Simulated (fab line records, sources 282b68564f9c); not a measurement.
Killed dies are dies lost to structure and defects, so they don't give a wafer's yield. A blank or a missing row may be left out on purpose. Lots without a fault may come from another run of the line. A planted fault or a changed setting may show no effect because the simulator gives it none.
A sampling plan put to the test | flow rit_cmos | one fab line, 11 faults that these records tell of, each judged on the records of the lots that it struck
The plan is the line's own looks: the steps of the route at which a gauge or an inspection reads the wafer and doesn't change it. A look can be judged if struck wafers have a number there and the file gives its usual mean and standard deviation on fault-free wafers. Caught: at a look after the fault's first step, the mean of the struck wafers lies 4 or more of those standard deviations (sigma) from the usual mean. On the tool: the same test on the tool's own readings at the fault's steps. Another recipe on the struck wafers, or a record that is blank for them alone, also counts as caught.

THE FAULTS, as the simulator had put them in
1. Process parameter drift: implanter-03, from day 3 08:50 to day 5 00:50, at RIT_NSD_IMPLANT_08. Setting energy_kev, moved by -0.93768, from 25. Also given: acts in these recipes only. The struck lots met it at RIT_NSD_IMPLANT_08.
2. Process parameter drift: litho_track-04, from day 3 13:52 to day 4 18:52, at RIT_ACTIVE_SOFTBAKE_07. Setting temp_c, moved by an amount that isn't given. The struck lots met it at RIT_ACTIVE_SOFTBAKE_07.
3. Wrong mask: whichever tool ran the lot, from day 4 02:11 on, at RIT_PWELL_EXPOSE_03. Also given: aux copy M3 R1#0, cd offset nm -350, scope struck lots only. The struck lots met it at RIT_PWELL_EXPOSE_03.
4. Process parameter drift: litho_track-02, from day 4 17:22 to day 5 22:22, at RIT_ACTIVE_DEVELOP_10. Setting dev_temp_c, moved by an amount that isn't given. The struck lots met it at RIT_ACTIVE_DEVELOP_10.
5. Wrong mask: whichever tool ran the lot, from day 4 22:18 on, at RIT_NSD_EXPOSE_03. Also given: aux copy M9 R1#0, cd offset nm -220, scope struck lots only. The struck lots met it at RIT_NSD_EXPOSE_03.
6. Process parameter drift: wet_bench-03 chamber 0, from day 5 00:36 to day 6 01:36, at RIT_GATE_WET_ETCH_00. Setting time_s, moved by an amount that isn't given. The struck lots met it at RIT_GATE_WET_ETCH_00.
7. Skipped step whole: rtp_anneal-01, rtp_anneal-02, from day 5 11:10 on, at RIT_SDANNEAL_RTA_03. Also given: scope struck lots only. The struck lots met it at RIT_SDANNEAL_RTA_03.
8. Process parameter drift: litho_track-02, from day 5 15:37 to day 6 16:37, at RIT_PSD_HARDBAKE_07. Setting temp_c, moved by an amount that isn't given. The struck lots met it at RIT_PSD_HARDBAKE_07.
9. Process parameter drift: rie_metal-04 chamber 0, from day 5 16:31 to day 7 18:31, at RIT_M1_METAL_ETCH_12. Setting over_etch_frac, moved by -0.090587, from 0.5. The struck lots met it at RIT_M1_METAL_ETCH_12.
10. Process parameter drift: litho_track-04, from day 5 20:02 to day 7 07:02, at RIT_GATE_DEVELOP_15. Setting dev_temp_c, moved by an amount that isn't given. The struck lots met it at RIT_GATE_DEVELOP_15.
11. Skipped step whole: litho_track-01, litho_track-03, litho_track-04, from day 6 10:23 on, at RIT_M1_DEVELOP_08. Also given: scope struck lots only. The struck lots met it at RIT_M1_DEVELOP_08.

WHAT THE PLAN SAW
fault | on the tool itself                               | first look that catches it                   | reading, sigma                                  | median hours from its first step to that look | hours from the fault's start to the first struck lot there | judged looks passed uncaught
1     | beam_energy_keV -99 or beyond sigma              | no look after it can be judged               | -                                               | -                                             | -                                                          | 0
2     | heater_power_total_W -8.7 sigma                  | not the one look that can be judged after it | -                                               | -                                             | -                                                          | 1
3     | no reading that can be judged                    | no look after it can be judged               | -                                               | -                                             | -                                                          | 0
4     | developer_temp_C +24 sigma                       | not the one look that can be judged after it | strongest: cd_nm at RIT_ACTIVE_CD_MEAS_11, +3.1 | -                                             | -                                                          | 1
5     | no reading that can be judged                    | no look after it can be judged               | -                                               | -                                             | -                                                          | 0
6     | run_length_s -5.1 sigma                          | no look after it can be judged               | -                                               | -                                             | -                                                          | 0
7     | the tool's record is blank for the struck wafers | no look after it can be judged               | -                                               | -                                             | -                                                          | 0
8     | heater_power_total_W +79 sigma                   | no look after it can be judged               | -                                               | -                                             | -                                                          | 0
9     | under 2 sigma                                    | no look after it can be judged               | -                                               | -                                             | -                                                          | 0
10    | developer_temp_C +7.5 sigma                      | no look after it can be judged               | -                                               | -                                             | -                                                          | 0
11    | the tool's record is blank for the struck wafers | no look after it can be judged               | -                                               | -                                             | -                                                          | 0
A dash: the fault isn't caught, or these records don't give the number.

Caught at a look: 0 of 11. Caught on the tool: 8 of 11. By one or the other: 8 of 11.
Caught on the tool alone: faults 1, 2, 4, 6, 7, 8, 10, 11.
Caught by neither: faults 3, 5, 9.
